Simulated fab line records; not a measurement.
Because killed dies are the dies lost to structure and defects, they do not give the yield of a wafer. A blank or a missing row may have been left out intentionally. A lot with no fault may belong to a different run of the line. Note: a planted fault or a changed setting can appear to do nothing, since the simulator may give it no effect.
Split-lot trial | flow rit-cmos | 5 lots, 23 wafers read, on a route of 202 steps

ON THE SPLIT
At RIT_PRETRO_COAT_01 (resist thk 1300 nm), the setting spin-rpm was moved away from the recipe's 2000 rpm on 9 of the 23 wafers read, by -5.6% to +4.9%. The other wafers ran this setting at the recipe's value.

The file shows no step between the split and the reading.

THE READING
NOVOLAK_of_PRETRO_COAT_01.thk-nm (the simulator's own value, which no gauge read), in nm, at RIT_PRETRO_HARDBAKE_07 (time 120 s). No usual value for it is given in the file. Here, 14 wafers ran the recipe; their average is 1140 nm with a standard deviation of 2.6 nm.

wafer  | tool, chamber at the split | spin-rpm as run, rpm | against the recipe | NOVOLAK_of_PRETRO_COAT_01.thk-nm, nm | against lot-mates on the recipe
L075.1 | litho-track-02, 0          | 2000                 | recipe             | 1140                                 | -
L075.3 | litho-track-02, 0          | 2000                 | recipe             | 1141                                 | -
L075.6 | litho-track-02, 0          | 2000                 | recipe             | 1137                                 | -
L078.1 | litho-track-01, 0          | 1888                 | -5.6%              | 1174                                 | +30
L078.2 | litho-track-01, 0          | 2000                 | recipe             | 1144                                 | -
L078.4 | litho-track-01, 0          | 1888                 | -5.6%              | 1177                                 | +33
L078.5 | litho-track-01, 0          | 2000                 | recipe             | 1144                                 | -
L078.6 | litho-track-01, 0          | 1888                 | -5.6%              | 1173                                 | +29
L080.1 | litho-track-02, 0          | 2000                 | recipe             | 1139                                 | -
L080.2 | litho-track-02, 0          | 2000                 | recipe             | 1141                                 | -
L080.3 | litho-track-02, 0          | 2000                 | recipe             | 1137                                 | -
L080.4 | litho-track-02, 0          | 2000                 | recipe             | 1142                                 | -
L080.6 | litho-track-02, 0          | 2000                 | recipe             | 1143                                 | -
L084.2 | litho-track-03, 0          | 2000                 | recipe             | 1141                                 | -
L084.3 | litho-track-03, 0          | 2000                 | recipe             | 1138                                 | -
L084.4 | litho-track-03, 0          | 2098                 | +4.9%              | 1114                                 | -26
L084.5 | litho-track-03, 0          | 2098                 | +4.9%              | 1110                                 | -30
L084.6 | litho-track-03, 0          | 2098                 | +4.9%              | 1113                                 | -26
L085.1 | litho-track-03, 0          | 1945                 | -2.7%              | 1151                                 | +14
L085.3 | litho-track-03, 0          | 2000                 | recipe             | 1135                                 | -
L085.4 | litho-track-03, 0          | 2000                 | recipe             | 1139                                 | -
L085.5 | litho-track-03, 0          | 1945                 | -2.7%              | 1156                                 | +19
L085.6 | litho-track-03, 0          | 1945                 | -2.7%              | 1153                                 | +16

THE FIT
A straight line over all 23 wafers: NOVOLAK_of_PRETRO_COAT_01.thk-nm changes by -5.82 nm for each +1% of spin-rpm; r = -0.99; the points scatter about the line by 2.8 nm.
The same after taking each lot's own level away (the mean of its wafers on the recipe; 23 wafers): -5.55 nm for each +1%; r = -0.99; scatter 1.9 nm.
Per that fit: largest spin-rpm move, reading shift of 31 nm.
The span of the lots' own levels, 1137.0 to 1144.0 nm, comes to 2.7 times the standard deviation stated above.
The two slopes are in agreement: the lot-to-lot level therefore moves the slope only a little.
Check: with one of the wafers moved furthest among these (-5.6%) left out of the fit, the line predicts +31.5 nm for it against its lot-mates. It came out at +30 nm against them.

THESE WAFERS: OTHER SPLITS
Before the reading, these wafers also passed through other splits. Each is held against what the fit with the lots' levels taken away leaves over:
other split on the same wafers    | wafers away from the commonest value | r with NOVOLAK_of_PRETRO_COAT_01.thk-nm (lot level and that fit taken away)
RIT_ACTIVE_CVD_03 pressure-mtorr  | 15                                   | +0.03
RIT_ACTIVE_COAT_06 resist-thk-nm  | 8                                    | +0.13
RIT_ACTIVE_ETCH_13 pressure-mtorr | 15                                   | +0.08
RIT_FOX2_OXIDATION_00 ox-time-s   | 18                                   | -0.01
RIT_PWELL_SOFTBAKE_02 temp-c      | 12                                   | +0.07
RIT_NRETRO_COAT_01 spin-rpm       | 11                                   | +0.18

THE WHOLE CHAIN: every reading that the file lists as answering this split, in the file's order
step                   | what it does       | reading                                                                           | change (the file's fit)              | r (the file's)
RIT_PRETRO_COAT_01     | resist thk 1300 nm | NOVOLAK_of_PRETRO_COAT_01.thk-nm (the simulator's own value, which no gauge read) | -6.45 nm for each +1% of the setting | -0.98
RIT_PRETRO_HARDBAKE_07 | time 120 s         | NOVOLAK_of_PRETRO_COAT_01.thk-nm (the simulator's own value, which no gauge read) | -5.56 nm for each +1% of the setting | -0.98

FILE'S OWN FIT
NOVOLAK_of_PRETRO_COAT_01.thk-nm changes by -5.56 nm for each +1% of spin-rpm, r = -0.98.
